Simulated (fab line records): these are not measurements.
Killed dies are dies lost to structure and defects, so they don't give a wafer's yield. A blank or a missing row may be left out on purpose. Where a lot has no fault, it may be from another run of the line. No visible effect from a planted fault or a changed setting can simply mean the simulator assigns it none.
A lot that was struck, set against a sound lot + flow ritCmos + 15 out of 202 route steps
Sound: these wafers, L885.1, L885.3, L885.5. Wafers struck: L891.1, L891.3, L891.4. The cause comes at the end.
Per side, at each step with rows, come the tool, then ch with its chambers, and then its first start. Under that, the readings that differ: sound wafers + struck wafers + difference of the means + sigmas: that difference in standard deviations of wafers without a fault.
alike: a reading whose means differ by less than 2 such deviations, as well as words and numbers matching on both sides. not compared: withheld readings; readings where some wafer has no value; bounds like >300 that might hide an equal value; numbers whose values overlap and for which the record gives no deviation.
The two part at a step that has a row with sigmas, a row that says differs or no value, or rows on one side only. Numbers that have no deviation but don't overlap get no sigmas and don't part them. Lack of a reading on every wafer of one side parts them only where that side has two or more wafers.

RIT_FOX2_THK_MEAS_01:
  struck on filmMetro-02, day 5 06:10; sound on filmMetro-02, day 3 23:02
  alike: FOX2_OXIDE_THK
then, 2 steps without rows for these wafers: RIT_FOX2_CLEAN_02 (cleans in dHF, time 180 s); RIT_FOX2_WET_ETCH_03 (etches Si3N4 in H3PO4, target depth 195 nm, time 2700 s).
RIT_FOX2_THK_MEAS_90:
  struck on filmMetro-04, day 5 07:02; sound on filmMetro-01, day 3 23:54
  alike: FIELD_OXIDE_LEFT_1_THK
then, 6 steps without rows for these wafers: RIT_NWELL_HMDS_00 (prime time 60 s); RIT_NWELL_COAT_01 (resist thk 1300 nm); RIT_NWELL_SOFTBAKE_02 (time 60 s); RIT_NWELL_EXPOSE_03 (exposes mask M2, target cd 43900 nm); RIT_NWELL_PEB_04; RIT_NWELL_DEVELOP_05 (develop time 68 s).
RIT_NWELL_OVL_MEAS_06:
  struck on overlay-02, day 5 08:15; sound on overlay-02, day 4 00:58
  alike: NWELL_OVL
then, 1 step without rows for these wafers: RIT_NWELL_HARDBAKE_07 (time 120 s).
RIT_NWELL_IMPLANT_08:
  sound on implanter-02 ch 0, day 4 01:15; struck on implanter-02 ch 0, day 5 08:32
| reading                  | sound                | struck               | difference | sigmas |
|--------------------------|----------------------|----------------------|------------|--------|
| beamEnergyKeV            | 170.04 170.04 169.99 | 175.28 175.26 175.37 | +5.28      | +91    |
| model.implant.drpNm (nm) | 68.82 68.82 68.82    | 70.44 70.44 70.44    | +1.62      |        |
  alike: faradayCurrentUA, tiltDeg
RIT_NWELL_STRIP_09: strips in O2, time 180 s.
  sound on plasmaAsher-04 ch 1, day 4 01:24; struck on plasmaAsher-02 ch 0,1, day 5 08:41
  alike: drypumpMotorCurrentA
  not compared: rfHoursCounterH
RIT_M1_PROBE_99:
  struck on prober-02, day 6 23:32; sound on prober-02, day 5 16:16
| reading                         | sound               | struck               | difference | sigmas |
|---------------------------------|---------------------|----------------------|------------|--------|
| killedAtContacts                | 1 1 1               | 0 0 0                | -1         | -4     |
| model.etest.fieldPMetal.vtV (V) | -29 -30.11 -29.81   | -32.23 -31.61 -32.41 | -2.44      |        |
| model.etest.fieldP.vtV (V)      | -12.18 -12.2 -12.18 | -13.7 -13.59 -13.57  | -1.4       |        |
  alike: killedAtFrontEnd, killedDies, killedOpen, killedShort

== WHERE THEY PART ==
Earliest at RIT_NWELL_IMPLANT_08; latest, in this record, at RIT_M1_PROBE_99.

WHY: the cause the simulator had injected
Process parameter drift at RIT_NWELL_IMPLANT_08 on implanter-02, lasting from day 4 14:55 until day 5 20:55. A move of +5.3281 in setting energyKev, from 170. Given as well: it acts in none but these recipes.
